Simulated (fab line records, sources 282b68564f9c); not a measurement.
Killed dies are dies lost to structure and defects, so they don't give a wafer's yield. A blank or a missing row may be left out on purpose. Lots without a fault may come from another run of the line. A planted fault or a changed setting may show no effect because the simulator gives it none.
fab line records | flow rit_cmos
record lots=7 wafers=21 last_day=7
route steps=202 shown SILICIDE@161 CONTACT@168 M1@202
lots that met no fault: from a run of the same line without faults
start_h: hours from the record's first day to the start of the lot's first wafer shown | wait_h: hours since the lot's step before | " the same as in the row above | L1.1+2: a row that stands for several wafers | - no value, or no start given | * or withheld: withheld | < > ~ a bound
route shown NAME@n: a module of which the file shows steps, and the number in the route of the first | usual: mean/standard deviation of fault-free wafers | same: alike in all rows | chamber/n: place in a boat | sites: the reading at each site | _std_site: their standard deviation | _edge_site: outer sites' mean less inner sites' | radius_mm: how far each site lies from the wafer's centre | mask NAME#n: copy n | behind: the tool/chamber that last shaped the wafer | hold: why the lot was held/for how many hours/how that ended | device: the transistor (n, p or np) that didn't switch | end of line: the same wafers' tests at the end of the route | a step without rows: its recipe alone | killed: dies lost to structure and defects at the first sort, not the wafer's yield | map: a wafer's dies, x killed, . not, _ none there
set.NAME: the setting as run; set.NAME@STEP: as run at that earlier step | model.NAME: the simulator's own value behind a step, which no gauge read
lots at some steps of the route; a table a step, a row a wafer
services: from which hour (start_h, from the record's first day; less than 0 if before it) a tool's chamber was out of use, for how many hours, and why
## steps
# step RIT_SILICIDE_WET_ETCH_00
# recipe chemistry=BOE target=SiO2 target_depth_nm=14 time_s=15 dry=n2_spin dilution=10:1 temp_c=21.5
# step RIT_SILICIDE_SPUTTER_01
# recipe material=Ti target_thk_nm=30 power_w=350 chamber_pressure_pa=0.6952 gas=Ar time_s=240 substrate_temp_c=25
# usual throttle_valve_pct=30.2/1.3
# columns lot.wafer tool chamber start_h wait_h throttle_valve_pct
L987.2 pvd_sputter-03 - 74.56 0.0 29.9
L987.4 " - " " 30.2
L987.5 " - " " 29.9
L990.1 pvd_sputter-03 - 84.86 0.0 29.9
L990.3 " - " " 28.7
L990.5 " - " " 30.3
L992.1 pvd_sputter-03 - 95.93 0.0 28.5
L992.2 " - " " 30.1
L992.5 " - " " 30.1
L994.4 pvd_sputter-01 - 102.73 0.0 31.3
L994.5 " - " " 32.8
L994.6 " - " " 28.9
L996.2 pvd_sputter-02 - 114.52 0.0 29.7
L996.3 " - " " 30.5
L996.6 " - " " 31.0
L999.1 pvd_sputter-03 - 131.20 0.0 28.4
L999.2 " - " " 29.9
L999.5 " - " " 30.1
L104.2 pvd_sputter-02 - 156.03 0.0 32.4
L104.4 " - " " 29.9
L104.6 " - " " 30.4
# step RIT_SILICIDE_RS_MEAS_02
# recipe thk_meas_gauge=four-point-probe reads=Ti_of_SILICIDE_SPUTTER_01
# usual SILICIDE_TI_RS=52.4/0.86
# columns lot.wafer tool chamber start_h wait_h SILICIDE_TI_RS[ohm/sq]
L987.2 film_metro-04 - 74.73 0.1 53.7
L987.4 " - " " 52.8
L987.5 " - " " 52.6
L990.1 film_metro-01 - 85.01 0.1 52.4
L990.3 " - " " 52.8
L990.5 " - " " 53.8
L992.1 film_metro-04 - 96.08 0.1 52.4
L992.2 " - " " 52.0
L992.5 " - " " 52.0
L994.4 film_metro-04 - 102.94 0.1 54.0
L994.5 " - " " 53.5
L994.6 " - " " 53.9
L996.2 film_metro-03 - 114.69 0.1 51.8
L996.3 " - " " 51.4
L996.6 " - " " 52.0
L999.1 film_metro-01 - 131.35 0.1 52.7
L999.2 " - " " 54.0
L999.5 " - " " 51.9
L104.2 film_metro-01 - 156.21 0.1 53.0
L104.4 " - " " 52.5
L104.6 " - " " 52.9
# step RIT_SILICIDE_THK_MEAS_03
# recipe thk_meas_gauge=xrf reads=Ti_of_SILICIDE_SPUTTER_01
# usual SILICIDE_TI_THK=29.8/0.4
# columns lot.wafer tool chamber start_h wait_h SILICIDE_TI_THK[nm]
L987.2 film_metro-04 - 74.84 0.1 29.4
L987.4 " - " " 29.6
L987.5 " - " " 29.7
L990.1 film_metro-01 - 85.13 0.1 29.5
L990.3 " - " " 29.5
L990.5 " - " " 29.0
L992.1 film_metro-04 - 96.20 0.1 29.7
L992.2 " - " " 30.0
L992.5 " - " " 30.1
L994.4 film_metro-04 - 103.03 0.1 29.1
L994.5 " - " " 29.3
L994.6 " - " " 29.1
L996.2 film_metro-03 - 114.80 0.1 30.0
L996.3 " - " " 30.3
L996.6 " - " " 30.1
L999.1 film_metro-01 - 131.47 0.1 29.8
L999.2 " - " " 29.2
L999.5 " - " " 30.1
L104.2 film_metro-01 - 156.32 0.1 29.5
L104.4 " - " " 29.9
L104.6 " - " " 29.7
# step RIT_SILICIDE_RTA_04
# recipe temp_c=650 time_s=10 idle_temp_c=25 ramp_up_s=5 ramp_down_s=5 cool_to_c=25 ambient=N2
# usual wafer_temp_C_max=654.1/1.1
# columns lot.wafer tool chamber start_h wait_h wafer_temp_C_max
L987.2 rtp_anneal-01 0 74.90 0.1 654.0
L987.4 " 0 " " 653.7
L987.5 " 0 " " 653.6
L990.1 rtp_anneal-02 0 85.19 0.1 654.1
L990.3 " 0 " " 655.5
L990.5 " 0 " " 654.3
L992.1 rtp_anneal-02 0 96.26 0.1 656.8
L992.2 " 0 " " 653.8
L992.5 " 0 " " 656.0
L994.4 rtp_anneal-02 0 103.09 0.1 654.1
L994.5 " 0 " " 653.8
L994.6 " 0 " " 654.7
L996.2 rtp_anneal-02 0 114.86 0.1 655.2
L996.3 " 0 " " 655.5
L996.6 " 0 " " 656.6
L999.1 rtp_anneal-01 0 131.53 0.1 652.8
L999.2 " 0 " " 652.8
L999.5 " 0 " " 653.5
L104.2 rtp_anneal-02 0 156.39 0.1 654.3
L104.4 " 0 " " 653.8
L104.6 " 0 " " 655.1
# step RIT_SILICIDE_WET_ETCH_05
# recipe chemistry=SPM target=Ti temp_c=90 time_s=120 dry=n2_spin
# step RIT_SILICIDE_RTA_06
# recipe temp_c=750 time_s=10 idle_temp_c=25 ramp_up_s=5 ramp_down_s=10 cool_to_c=25 ambient=N2
# usual wafer_temp_C_max=754.7/1.4
# columns lot.wafer tool chamber start_h wait_h wafer_temp_C_max
L987.2 rtp_anneal-02 0 75.02 0.0 753.9
L987.4 " 0 " " 756.6
L987.5 " 0 " " 755.6
L990.1 rtp_anneal-01 0 85.34 0.0 754.3
L990.3 " 0 " " 753.3
L990.5 " 0 " " 753.2
L992.1 rtp_anneal-01 0 96.38 0.0 754.2
L992.2 " 0 " " 754.5
L992.5 " 0 " " 754.8
L994.4 rtp_anneal-01 0 103.20 0.0 754.8
L994.5 " 0 " " 755.3
L994.6 " 0 " " 752.7
L996.2 rtp_anneal-01 0 115.01 0.0 754.0
L996.3 " 0 " " 752.9
L996.6 " 0 " " 753.4
L999.1 rtp_anneal-02 0 131.68 0.0 754.9
L999.2 " 0 " " 754.3
L999.5 " 0 " " 755.5
L104.2 rtp_anneal-01 0 156.56 0.0 754.2
L104.4 " 0 " " 753.4
L104.6 " 0 " " 753.0
# step RIT_CONTACT_CVD_00
# recipe material=SiO2 target_thk_nm=400 precursor=TEOS temp_c=390 time_s=61 rf_w=400
# usual heater_power_w=315/47
# columns lot.wafer tool chamber start_h wait_h heater_power_w
L987.2 pecvd-03 0 75.07 0.0 320
L987.4 " 0 " " 331
L987.5 " 2 " " 350
L990.1 pecvd-03 2 85.41 0.1 272
L990.3 " 1 " " 344
L990.5 " 0 " " 235
L992.1 pecvd-01 2 96.44 0.1 292
L992.2 " 0 " " 328
L992.5 " 1 " " 251
L994.4 pecvd-02 2 103.26 0.0 366
L994.5 " 1 " " 256
L994.6 " 0 " " 303
L996.2 pecvd-03 0 115.07 0.0 267
L996.3 " 1 " " 324
L996.6 " 0 " " 283
L999.1 pecvd-03 2 131.82 0.1 281
L999.2 " 1 " " 273
L999.5 " 2 " " 296
L104.2 pecvd-01 2 156.61 0.0 344
L104.4 " 2 " " 355
L104.6 " 1 " " 310
# step RIT_CONTACT_THK_MEAS_01
# recipe reads=SiO2_of_CONTACT_CVD_00
# usual CONTACT_TEOS_THK=400/5.1
# columns lot.wafer tool chamber start_h wait_h CONTACT_TEOS_THK[nm]
L987.2 film_metro-02 - 75.16 0.1 394
L987.4 " - " " 398
L987.5 " - " " 396
L990.1 film_metro-01 - 85.46 0.0 394
L990.3 " - " " 401
L990.5 " - " " 402
L992.1 film_metro-01 - 96.49 0.0 392
L992.2 " - " " 396
L992.5 " - " " 403
L994.4 film_metro-02 - 103.32 0.0 406
L994.5 " - " " 398
L994.6 " - " " 402
L996.2 film_metro-02 - 115.13 0.0 397
L996.3 " - " " 404
L996.6 " - " " 407
L999.1 film_metro-02 - 131.87 0.0 402
L999.2 " - " " 395
L999.5 " - " " 409
L104.2 film_metro-02 - 156.67 0.0 405
L104.4 " - " " 411
L104.6 " - " " 410
# step RIT_CONTACT_HMDS_02
# recipe prime_time_s=60 prime_temp_c=140
# step RIT_CONTACT_COAT_03
# recipe resist=NOVOLAK spin_rpm=3250 resist_thk_nm=1000
# step RIT_CONTACT_SOFTBAKE_04
# recipe resist=NOVOLAK temp_c=90 time_s=60
# step RIT_CONTACT_EXPOSE_05
# recipe mask_id=M11 na=0.6 source_shape=conventional sigma_outer=0.5 target_cd_nm=1000 dose_mj=250
# usual exposure_dose_mJ_cm2=249.90/0.29
# columns lot.wafer tool chamber start_h wait_h mask exposure_dose_mJ_cm2 model.CONTACT.overlay_x_nm
L987.2 iline_stepper-01 0 75.80 0.2 M11#0 250.01 -1.007
L987.4 " 0 " " M11#0 249.31 -1.007
L987.5 " 0 " " M11#0 249.52 -1.007
L990.1 iline_stepper-02 0 86.10 0.2 M11#0 249.68 0.8029
L990.3 " 0 " " M11#0 250.28 0.8029
L990.5 " 0 " " M11#0 249.93 0.8029
L992.1 iline_stepper-02 0 97.00 0.1 M11#0 250.17 0.8377
L992.2 " 0 " " M11#0 250.00 0.8377
L992.5 " 0 " " M11#0 250.47 0.8377
L994.4 iline_stepper-02 0 103.98 0.2 M11#0 250.64 0.8463
L994.5 " 0 " " M11#0 250.15 0.8463
L994.6 " 0 " " M11#0 250.27 0.8463
L996.2 iline_stepper-02 0 115.65 0.1 M11#0 249.31 1.602
L996.3 " 0 " " M11#0 250.00 1.602
L996.6 " 0 " " M11#0 249.50 1.602
L999.1 iline_stepper-01 0 132.50 0.2 M11#0 249.24 1.14
L999.2 " 0 " " M11#0 249.38 1.14
L999.5 " 0 " " M11#0 249.67 1.14
L104.2 iline_stepper-01 0 157.19 0.1 M11#0 250.11 -0.3176
L104.4 " 0 " " M11#0 249.98 -0.3176
L104.6 " 0 " " M11#0 250.01 -0.3176
# step RIT_CONTACT_PEB_06
# recipe resist=NOVOLAK temp_c=withheld time_s=withheld
# step RIT_M1_PROBE_99
# usual killed_at_contacts=0.0/0.22 killed_at_front_end=7/3 killed_dies=7/3.1 killed_open=3.4/2.1 killed_short=3.4/2
# same gross_dies=264 killed_at_M0_to_M3=0 killed_at_M4_up=0 killed_at_back_side=0 killed_at_other=0
# columns lot.wafer tool chamber start_h wait_h killed_at_contacts killed_at_front_end killed_dies killed_open killed_short
L990.1 prober-01 - 92.01 0.1 0 10 10 7 3
L990.3 prober-01 - 92.11 0.2 1 6 7 5 2
L990.5 prober-01 - 92.21 0.2 0 5 5 0 5
L992.1 prober-01 - 103.09 0.1 0 8 8 2 6
L992.2 prober-01 - 103.14 0.1 0 4 4 0 4
L992.5 prober-01 - 103.29 0.2 0 5 5 2 3
L994.4 prober-01 - 109.79 0.2 0 13 13 9 4
L994.5 prober-01 - 109.84 0.2 0 10 10 7 3
L994.6 prober-01 - 109.89 0.2 0 6 6 4 2
L996.2 prober-01 - 121.41 0.1 0 2 2 2 0
L996.3 prober-01 - 121.46 0.2 0 9 9 5 4
L996.6 prober-01 - 121.61 0.2 0 7 7 3 4
L999.1 prober-02 - 138.54 0.1 0 6 6 2 4
L999.2 prober-02 - 138.59 0.1 0 11 11 6 5
L999.5 prober-02 - 138.74 0.2 0 7 7 2 5
# killed by level:class
L990.1 GATE:geometric_particle:open=3 FOX1:geometric_particle:open=2 GATE:geometric_particle:short=2 FOX1:geometric_particle:short=1 REOX:geometric_particle:open=1 SILICIDE:geometric_particle:open=1
L990.3 GATE:geometric_particle:open=2 GATE:geometric_particle:short=2 FOX1:geometric_particle:open=1 SILICIDE:geometric_particle:open=1 CONTACT:geometric_particle:open=1
L990.5 GATE:geometric_particle:short=3 FOX2:geometric_particle:short=1 SPACER:geometric_particle:short=1
L992.1 GATE:geometric_particle:short=4 GATE:geometric_particle:open=2 FOX1:geometric_particle:short=1 SPACER:geometric_particle:short=1
L992.2 SILICIDE:geometric_particle:short=2 GATE:geometric_particle:short=1 SPACER:geometric_particle:short=1
L992.5 GATE:geometric_particle:open=2 SPACER:geometric_particle:short=2 SILICIDE:geometric_particle:short=1
L994.4 GATE:geometric_particle:open=4 SILICIDE:geometric_particle:open=4 ACTIVE:geometric_particle:open=1 FOX2:geometric_particle:short=1 GATE:geometric_particle:short=1 REOX:geometric_particle:short=1 SILICIDE:geometric_particle:short=1
L994.5 GATE:geometric_particle:open=4 GATE:geometric_particle:short=2 SPACER:geometric_particle:open=2 FOX2:geometric_particle:open=1 FOX2:geometric_particle:short=1
L994.6 GATE:geometric_particle:open=3 FOX2:geometric_particle:short=1 SPACER:geometric_particle:open=1 SILICIDE:geometric_particle:short=1
L996.2 SILICIDE:geometric_particle:open=2
L996.3 GATE:geometric_particle:short=2 REOX:geometric_particle:open=2 FOX1:geometric_particle:short=1 FOX1:geometric_particle:open=1 GATE:geometric_particle:open=1 SILICIDE:geometric_particle:open=1 SILICIDE:geometric_particle:short=1
L996.6 FOX1:geometric_particle:open=2 FOX1:geometric_particle:short=2 GATE:geometric_particle:short=2 SPACER:geometric_particle:open=1
L999.1 SPACER:geometric_particle:short=3 FOX1:geometric_particle:short=1 FOX2:geometric_particle:open=1 GATE:geometric_particle:open=1
L999.2 GATE:geometric_particle:open=3 GATE:geometric_particle:short=2 SILICIDE:geometric_particle:short=2 SILICIDE:geometric_particle:open=2 FOX1:geometric_particle:short=1 FOX1:geometric_particle:open=1
L999.5 GATE:geometric_particle:open=2 SPACER:geometric_particle:short=2 FOX1:geometric_particle:short=1 GATE:geometric_particle:short=1 REOX:geometric_particle:short=1
## services
# columns tool chamber start_h hours kind
iline_stepper-02 - 52.71 1.7 pm
iline_stepper-02 0 55.42 - calibration
pvd_sputter-03 - 55.94 2.4 repair
pecvd-03 1 72.79 4.3 repair
pecvd-02 0 78.35 14.1 repair
pvd_sputter-01 - 78.45 3.6 repair
pvd_sputter-01 - 85.88 3.1 repair
iline_stepper-01 - 96.02 1.7 pm
iline_stepper-01 0 105.76 - calibration
pecvd-03 2 108.00 6.5 repair
pecvd-01 2 108.80 2.6 repair
pvd_sputter-03 - 131.63 5.5 repair
pvd_sputter-02 - 133.18 21.3 repair
## key
first_sign none at tools or gauges
model_effect step=RIT_CONTACT_EXPOSE_05 value=CONTACT.overlay_x_nm without=-0.5528 struck=1.095
met_at RIT_CONTACT_EXPOSE_05
struck_wafers L992.1,L992.2,L992.5,L994.4,L994.5,L994.6,L996.2,L996.3,L996.6
tester_left_out L992,L994,L996
onset_between 86.10 97.00
fault kind=scanner_matching_overlay tool=iline_stepper-02 chamber=- onset_h=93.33 steps=RIT_CONTACT_EXPOSE_05 offset=1.6482
# tester_left_out: of these lots the tester's yield and bins aren't shown, on N5 and GAA mostly nor the transistor test; their killed dies are dies lost to structure and defects alone, not to doping, threshold or leakage, so they don't give the yield
